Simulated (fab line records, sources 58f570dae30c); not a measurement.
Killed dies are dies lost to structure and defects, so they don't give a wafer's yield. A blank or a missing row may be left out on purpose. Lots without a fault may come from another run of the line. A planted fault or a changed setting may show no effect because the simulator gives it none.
fab line records | flow berkeley_cmos170
record lots=5 wafers=15 last_day=12
route steps=331 shown SPACER@172 PSD@175 NSD@187
lots that met no fault: from a run of the same line without faults
start_h: hours from the record's first day to the start of the lot's first wafer shown | wait_h: hours since the lot's step before | " the same as in the row above | L1.1+2: a row that stands for several wafers | - no value, or no start given | * or withheld: withheld | < > ~ a bound
route shown NAME@n: a module of which the file shows steps, and the number in the route of the first | usual: mean/standard deviation of fault-free wafers | same: alike in all rows | chamber/n: place in a boat | sites: the reading at each site | _std_site: their standard deviation | _edge_site: outer sites' mean less inner sites' | radius_mm: how far each site lies from the wafer's centre | mask NAME#n: copy n | behind: the tool/chamber that last shaped the wafer | hold: why the lot was held/for how many hours/how that ended | device: the transistor (n, p or np) that didn't switch | end of line: the same wafers' tests at the end of the route | a step without rows: its recipe alone | killed: dies lost to structure and defects at the first sort, not the wafer's yield | map: a wafer's dies, x killed, . not, _ none there
set.NAME: the setting as run; set.NAME@STEP: as run at that earlier step | model.NAME: the simulator's own value behind a step, which no gauge read
lots at some steps of the route; a table a step, a row a wafer
services: from which hour (start_h, from the record's first day; less than 0 if before it) a tool's chamber was out of use, for how many hours, and why
## steps
# step UCB170_SPACER_THK_MEAS_01
# recipe reads=SiO2_of_SPACER_CVD_00
# usual SPACER_TEOS_THK=376/4.7
# columns lot.wafer tool chamber start_h wait_h SPACER_TEOS_THK[nm]
L189.1 film_metro-02 - 165.62 0.0 375
L189.2 " - " " 370
L189.3 " - " " 370
L190.4 film_metro-02 - 175.85 0.0 380
L190.5 " - " " 381
L190.6 " - " " 378
L191.3 film_metro-02 - 177.25 0.0 380
L191.4 " - " " 389
L191.5 " - " " 382
L201.1 film_metro-01 - 244.25 0.0 377
L201.4 " - " " 380
L201.5 " - " " 378
L205.2 film_metro-03 - 256.65 0.1 370
L205.4 " - " " 375
L205.5 " - " " 378
# step UCB170_SPACER_ANNEAL_02
# recipe temp_c=900 time_s=1800 ambient=N2
# step UCB170_SPACER_ETCHBACK_03
# recipe stop_on=Si target=SiO2 chemistry=CHF3/CF4/Ar CHF3_flow_sccm=50 cf4_flow_sccm=10 Ar_flow_sccm=120 pressure_mtorr=200 rf_w=500 target_depth_a=3760 time_s=100
# usual drypump_motor_current_A=5.8/0.44 oes_product_au=0.897/0.012 throttle_valve_pct=6.50/0.089
# same time_s=100
# columns lot.wafer tool chamber start_h wait_h drypump_motor_current_A oes_product_au rf_hours_counter_h throttle_valve_pct
L189.1 rie_diel-03 0 167.25 0.0 5.5 0.917 141 6.45
L189.2 " 1 " " 4.8 0.882 124 6.59
L189.3 " 2 " " 5.7 0.877 113 6.51
L190.4 rie_diel-02 2 180.58 0.0 6.1 0.897 62 6.41
L190.5 " 0 " " 5.3 0.907 - 6.49
L190.6 " 3 " " 5.6 0.915 - 6.59
L191.3 rie_diel-04 1 180.64 0.1 5.6 0.910 61 6.66
L191.4 " 3 " " 6.0 0.912 106 6.57
L191.5 " 2 " " 6.5 0.912 - 6.49
L201.1 rie_diel-02 2 248.40 0.0 6.2 0.896 65 6.41
L201.4 " 3 " " 5.6 0.912 - 6.59
L201.5 " 0 " " 5.3 0.901 - 6.49
L205.2 rie_diel-02 0 262.12 0.0 5.3 0.890 59 6.48
L205.4 " 2 " " 6.2 0.888 - 6.42
L205.5 " 3 " " 5.5 0.903 - 6.60
# step UCB170_PSD_HMDS_00
# recipe prime_time_s=60 prime_temp_c=100
# step UCB170_PSD_COAT_01
# recipe resist=KrF spin_rpm=1500 resist_thk_nm=900
# step UCB170_PSD_SOFTBAKE_02
# recipe resist=KrF temp_c=130 time_s=60
# step UCB170_PSD_EXPOSE_03
# recipe mask_id=PSELECT_MOD na=0.5 sigma_outer=0.6 source_shape=conventional target_cd_nm=1200 dose_mj=30
# step UCB170_PSD_PEB_04
# recipe peb_temp_c=130 peb_time_s=withheld resist=KrF
# usual heater_power_total_W=56.88/0.044 plate_sensor_t_centre_C=131.41/0.0091 plate_sensor_t_edge_C=131.53/0.011
# columns lot.wafer tool chamber start_h wait_h heater_power_total_W plate_sensor_t_centre_C plate_sensor_t_edge_C
L189.1 litho_track-01 0 168.39 0.4 56.81 131.41 131.53
L189.2 " 0 " " 56.87 131.41 131.53
L189.3 " 0 " " 56.87 131.42 131.52
L190.4 litho_track-01 0 181.50 0.1 56.92 131.42 131.54
L190.5 " 0 " " 56.84 131.4 131.53
L190.6 " 0 " " 56.85 131.41 131.54
L191.3 litho_track-03 0 181.70 0.1 56.95 131.4 131.53
L191.4 " 0 " " 56.87 131.42 131.53
L191.5 " 0 " " 56.91 131.42 131.53
L201.1 litho_track-04 0 249.04 0.1 56.85 131.41 131.54
L201.4 " 0 " " 56.85 131.39 131.55
L201.5 " 0 " " 56.87 131.42 131.52
L205.2 litho_track-01 0 264.51 0.9 56.93 131.41 131.55
L205.4 " 0 " " 56.91 131.41 131.53
L205.5 " 0 " " 56.94 131.41 131.53
# step UCB170_PSD_DEVELOP_05
# recipe developer=TMAH develop_time_s=45 resist=KrF dev_temp_c=21
# step UCB170_PSD_CD_MEAS_06
# recipe target_cd_nm=1200
# usual cd_nm=1200.1/1.1
# columns lot.wafer tool chamber start_h wait_h cd_nm
L189.1 cd_sem-02 - 168.67 - 1199.2
L189.2 " - " " 1198.0
L189.3 " - " " 1199.3
L190.4 cd_sem-02 - 181.76 - 1200.5
L190.5 " - " " 1202.0
L190.6 " - " " 1202.4
L191.3 cd_sem-02 - 181.97 - 1200.1
L191.4 " - " " 1201.2
L191.5 " - " " 1201.5
L201.1 cd_sem-01 - 249.32 - 1199.5
L201.4 " - " " 1199.9
L201.5 " - " " 1198.9
L205.2 cd_sem-01 - 264.79 - 1198.9
L205.4 " - " " 1199.2
L205.5 " - " " 1200.1
# step UCB170_PSD_OVL_MEAS_07
# usual PSD_OVL=-1/5.1
# columns lot.wafer tool chamber start_h wait_h PSD_OVL[nm]
L189.1 overlay-02 - 168.79 0.1 1
L189.2 " - " " -5
L189.3 " - " " -5
L190.4 overlay-02 - 181.83 0.1 -2
L190.5 " - " " 5
L190.6 " - " " -9
L191.3 overlay-02 - 182.06 0.1 -2
L191.4 " - " " -5
L191.5 " - " " 2
L201.1 overlay-01 - 249.44 0.1 2
L201.4 " - " " 5
L201.5 " - " " 8
L205.2 overlay-01 - 264.90 0.1 0
L205.4 " - " " -4
L205.5 " - " " -8
# step UCB170_PSD_IMPLANT_08
# recipe species=B dose_cm2=3e+15 energy_kev=19.71 tilt_deg=7
# step UCB170_PSD_STRIP_09
# recipe chemistry=O2 power_w=400 pressure_mtorr=3500 platen_temp_c=withheld o2_flow_sccm=400 overash_fraction=0.5
# usual drypump_motor_current_A=5.6/0.48 o2_flow_sccm=400.1/1.3 oes_product_au=0.601/0.0047 strip_time_to_endpoint_s=29.27/0.073
# columns lot.wafer tool chamber start_h wait_h drypump_motor_current_A o2_flow_sccm oes_product_au rf_hours_counter_h strip_time_to_endpoint_s model.KrF_of_PSD_COAT_01.thk_nm
L189.1 plasma_asher-01 0 168.97 0.1 5.0 399.1 0.599 44 29.37 0
L189.2 " 1 " " 5.1 400.9 0.602 44 29.37 0
L189.3 " 0 " " 5.0 400.0 0.597 - 29.39 0
L190.4 plasma_asher-01 1 182.04 0.1 5.1 399.2 0.600 - 29.19 0
L190.5 " 1 " " 5.1 399.5 0.594 - 29.27 0
L190.6 " 0 " " 5.0 401.3 0.599 - 29.10 0
L191.3 plasma_asher-03 0 182.27 0.1 6.0 400.0 0.591 - 29.23 0
L191.4 " 1 " " 5.7 400.5 0.603 - 29.28 0
L191.5 " 0 " " 6.1 399.1 0.602 - 29.21 0
L201.1 plasma_asher-01 0 249.62 0.1 5.0 399.9 0.451 53 - 685.6
L201.4 " 1 " " 5.1 399.5 0.436 - - 687.3
L201.5 " 0 " " 5.0 400.1 0.444 - - 687.4
L205.2 plasma_asher-03 0 265.08 0.1 6.0 397.8 0.605 51 29.24 0
L205.4 " 1 " " 5.7 400.3 0.603 - 29.28 0
L205.5 " 0 " " 6.0 399.9 0.605 - 29.29 0
# step UCB170_PSD_TW_MEAS_10
# usual PSD_TW=2308/12
# columns lot.wafer tool chamber start_h wait_h PSD_TW
L189.1 film_metro-01 - 169.07 0.1 2293
L189.2 " - " " 2284
L189.3 " - " " 2291
L190.4 film_metro-01 - 182.13 0.1 2289
L190.5 " - " " 2301
L190.6 " - " " 2279
L191.3 film_metro-01 - 182.36 0.1 2290
L191.4 " - " " 2286
L191.5 " - " " 2280
L201.1 film_metro-01 - 249.72 0.1 2308
L201.4 " - " " 2313
L201.5 " - " " 2300
L205.2 film_metro-04 - 265.19 0.1 2296
L205.4 " - " " 2302
L205.5 " - " " 2303
# step UCB170_PSD_CLEAN_11
# recipe chemistry=SPM temp_c=120 time_s=600
# step UCB170_NSD_HMDS_00
# recipe prime_time_s=60 prime_temp_c=100
# step UCB170_NSD_COAT_01
# recipe resist=KrF spin_rpm=1500 resist_thk_nm=900
# step UCB170_NSD_SOFTBAKE_02
# recipe resist=KrF temp_c=130 time_s=60
# step UCB170_NSD_EXPOSE_03
# recipe mask_id=NSELECT_MOD na=0.5 sigma_outer=0.6 source_shape=conventional target_cd_nm=1200 dose_mj=30
# step UCB170_NSD_PEB_04
# recipe peb_temp_c=130 peb_time_s=withheld resist=KrF
# step UCB170_NSD_DEVELOP_05
# recipe developer=TMAH develop_time_s=45 resist=KrF dev_temp_c=21
# step UCB170_NSD_CD_MEAS_06
# recipe target_cd_nm=1200
# usual cd_nm=1199.8/1.3
# columns lot.wafer tool chamber start_h wait_h cd_nm
L189.1 cd_sem-01 - 170.48 - 1200.8
L189.2 " - " " 1199.7
L189.3 " - " " 1201.0
L190.4 cd_sem-02 - 185.39 - 1200.4
L190.5 " - " " 1200.8
L190.6 " - " " 1202.0
L191.3 cd_sem-01 - 185.82 - 1199.6
L191.4 " - " " 1200.8
L191.5 " - " " 1200.7
L201.1 cd_sem-02 - 253.88 - 1198.5
L201.4 " - " " 1198.8
L201.5 " - " " 1198.6
L205.2 cd_sem-01 - 267.68 - 1203.7
L205.4 " - " " 1203.0
L205.5 " - " " 1202.9
# step UCB170_NSD_OVL_MEAS_07
# usual NSD_OVL=0/5
# columns lot.wafer tool chamber start_h wait_h NSD_OVL[nm]
L189.1 overlay-02 - 170.60 0.1 4
L189.2 " - " " -1
L189.3 " - " " 5
L190.4 overlay-01 - 185.47 0.1 6
L190.5 " - " " 5
L190.6 " - " " -1
L191.3 overlay-02 - 185.92 0.1 0
L191.4 " - " " 1
L191.5 " - " " 3
L201.1 overlay-02 - 254.00 0.1 2
L201.4 " - " " 4
L201.5 " - " " 6
L205.2 overlay-02 - 267.78 0.1 1
L205.4 " - " " 1
L205.5 " - " " -2
# step UCB170_NSD_IMPLANT_08
# recipe species=P dose_cm2=3e+15 energy_kev=40 tilt_deg=7
# step UCB170_NSD_STRIP_09
# recipe chemistry=O2 power_w=400 pressure_mtorr=3500 platen_temp_c=withheld o2_flow_sccm=400 overash_fraction=0.5
# usual drypump_motor_current_A=6.0/0.42 o2_flow_sccm=400.2/1.2 oes_product_au=0.535/0.0047 strip_time_to_endpoint_s=35.84/0.063
# columns lot.wafer tool chamber start_h wait_h drypump_motor_current_A o2_flow_sccm oes_product_au rf_hours_counter_h strip_time_to_endpoint_s
L189.1 plasma_asher-04 0 170.79 0.1 6.5 402.2 0.536 46 35.89
L189.2 " 1 " " 5.8 400.4 0.536 46 35.93
L189.3 " 0 " " 6.6 400.1 0.529 - 35.91
L190.4 plasma_asher-02 1 185.67 0.1 6.3 397.3 0.528 - 35.69
L190.5 " 1 " " 6.3 398.5 0.533 - 35.72
L190.6 " 0 " " 5.2 399.8 0.530 - 35.79
L191.3 plasma_asher-03 0 186.12 0.1 6.0 401.0 0.529 - 35.88
L191.4 " 1 " " 5.7 401.6 0.544 - 35.86
L191.5 " 1 " " 5.7 400.9 0.539 - 35.88
L201.1 plasma_asher-04 1 254.19 0.1 5.8 399.9 0.602 54 56.16
L201.4 " 0 " " 6.6 400.8 0.610 - 56.26
L201.5 " 0 " " 6.6 400.9 0.611 - 56.18
L205.2 plasma_asher-03 1 267.96 0.1 5.7 400.4 0.534 51 35.84
L205.4 " 0 " " 6.1 398.9 0.536 - 35.95
L205.5 " 0 " " 6.1 397.9 0.543 - 35.86
# step UCB170_NSD_TW_MEAS_10
# usual NSD_TW=4161/20
# columns lot.wafer tool chamber start_h wait_h NSD_TW
L189.1 film_metro-04 - 170.89 0.1 4183
L189.2 " - " " 4200
L189.3 " - " " 4183
L190.4 film_metro-03 - 185.77 0.1 4166
L190.5 " - " " 4137
L190.6 " - " " 4145
L191.3 film_metro-01 - 186.21 0.1 4131
L191.4 " - " " 4122
L191.5 " - " " 4101
L201.1 film_metro-03 - 254.29 0.1 30
L201.4 " - " " 30
L201.5 " - " " 30
L205.2 film_metro-04 - 268.07 0.1 4139
L205.4 " - " " 4150
L205.5 " - " " 4169
# step UCB170_NSD_CLEAN_11
# recipe chemistry=SPM temp_c=120 time_s=600
## services
# columns tool chamber start_h hours kind
plasma_asher-03 - 162.56 2.8 pm
rie_diel-02 - 179.25 1.1 repair
plasma_asher-02 - 199.08 1.6 repair
rie_diel-02 1 207.25 9.3 repair
rie_diel-03 0 212.82 9.5 repair
rie_diel-03 3 220.51 4.3 repair
rie_diel-03 0 224.81 - clean
rie_diel-03 0 224.81 18.0 scheduled_down
rie_diel-03 0 224.81 18.0 vent_cycle
rie_diel-04 2 230.32 - clean
rie_diel-04 2 230.32 20.0 scheduled_down
rie_diel-04 2 230.32 20.0 vent_cycle
rie_diel-02 1 245.64 - clean
rie_diel-02 1 245.64 22.1 scheduled_down
rie_diel-02 1 245.64 22.1 vent_cycle
## key
first_sign step=UCB170_PSD_STRIP_09 reading=oes_product_au direction=down sigmas=33 usual=0.601 struck=0.444
effect step=UCB170_NSD_STRIP_09 reading=strip_time_to_endpoint_s direction=up sigmas=99+ usual=* struck=*
effect step=UCB170_NSD_TW_MEAS_10 reading=NSD_TW direction=down sigmas=99+ usual=4161 struck=30
model_effect step=UCB170_PSD_STRIP_09 value=KrF_of_PSD_COAT_01.thk_nm without=0 struck=686.8
met_at UCB170_PSD_STRIP_09
struck_wafers L201.1,L201.4,L201.5
sort_left_out L201.1,L201.4,L201.5
tester_left_out L201
onset_between 182.04 249.62
fault kind=strip_aborted tool=plasma_asher-01 chamber=- onset_h=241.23 steps=UCB170_PSD_STRIP_09 offset=0.85 end_h=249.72
# tester_left_out: of these lots the tester's yield and bins aren't shown, on N5 and GAA mostly nor the transistor test; their killed dies are dies lost to structure and defects alone, not to doping, threshold or leakage, so they don't give the yield
# sort_left_out: the simulated sort isn't trusted on such a fault, so these wafers' sort isn't shown, and their yield isn't known
